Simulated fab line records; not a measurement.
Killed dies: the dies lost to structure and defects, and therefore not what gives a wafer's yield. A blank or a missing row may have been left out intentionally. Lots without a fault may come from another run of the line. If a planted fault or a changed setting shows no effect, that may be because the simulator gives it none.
The tool behind it: which one? / flow berkeleyCmos170 / 42 wafers sampled from 14 lots at 1 step of a route of 331

## WHAT THE GAUGES SHOWED, per wafer
UCB170_NSD_TW_MEAS_10. Usual: NSD_TW gives 4175 (standard deviation 33).
lot=L969; measured=day 7 03:17; on=filmMetro-01; NSD_TW=4220 4222 4240; flag=
lot=L973; measured=day 7 03:24; on=filmMetro-04; NSD_TW=4190 4205 4171; flag=
lot=L970; measured=day 7 03:33; on=filmMetro-03; NSD_TW=4161 4168 4166; flag=
lot=L972; measured=day 7 03:38; on=filmMetro-01; NSD_TW=4231 4221 4208; flag=
lot=L971; measured=day 7 03:53; on=filmMetro-03; NSD_TW=4167 4158 4151; flag=
lot=L974; measured=day 7 16:04; on=filmMetro-01; NSD_TW=4216 4251 4220; flag=
lot=L975; measured=day 7 23:17; on=filmMetro-03; NSD_TW=4161 4149 4148; flag=
lot=L978; measured=day 8 20:29; on=filmMetro-01; NSD_TW=4192 4170 4208; flag=
lot=L977; measured=day 8 20:45; on=filmMetro-03; NSD_TW=4162 4132 4131; flag=
lot=L987; measured=day 10 12:25; on=filmMetro-04; NSD_TW=4182 4205 4170; flag=
lot=L986; measured=day 10 12:32; on=filmMetro-03; NSD_TW=4133 4131 4122; flag=
lot=L990; measured=day 10 12:55; on=filmMetro-04; NSD_TW=4184 4204 4205; flag=
lot=L991; measured=day 11 11:22; on=filmMetro-03; NSD_TW=4164 4168 4162; flag=
lot=L992; measured=day 12 00:06; on=filmMetro-01; NSD_TW=4197 4181 4180; flag=

## TOOL THAT RAN EACH LOT (tool first, then ch and the chambers of the sampled wafers, then the start)
Before these readings, the record contains no process step.

## AS READ BY THE TOOLS THEMSELVES (means over the sampled wafers that have a number; for cases with no such wafer, the mark the record gives instead)
The record holds no such reading with a usual standard deviation.

## THE ANSWER, worked out from the rows above alone
Rule: a lot is off if the mean of its wafers that have a number lies more than 3 standard deviations from the usual mean. Also off: a lot with no number at a reading for which 4 or more lots have one. The other lots that the step has rows for count as sound. After the gauges, taken in route order, come the tools' own readings; for these a lot's mean is taken, as printed above. At the first step where some lot is off, the reading lying furthest off is the one used; lots without a number count as furthest.
No lot is off at any reading shown: from this, nothing can be told.

## WHAT THE SIMULATOR HAD INSERTED
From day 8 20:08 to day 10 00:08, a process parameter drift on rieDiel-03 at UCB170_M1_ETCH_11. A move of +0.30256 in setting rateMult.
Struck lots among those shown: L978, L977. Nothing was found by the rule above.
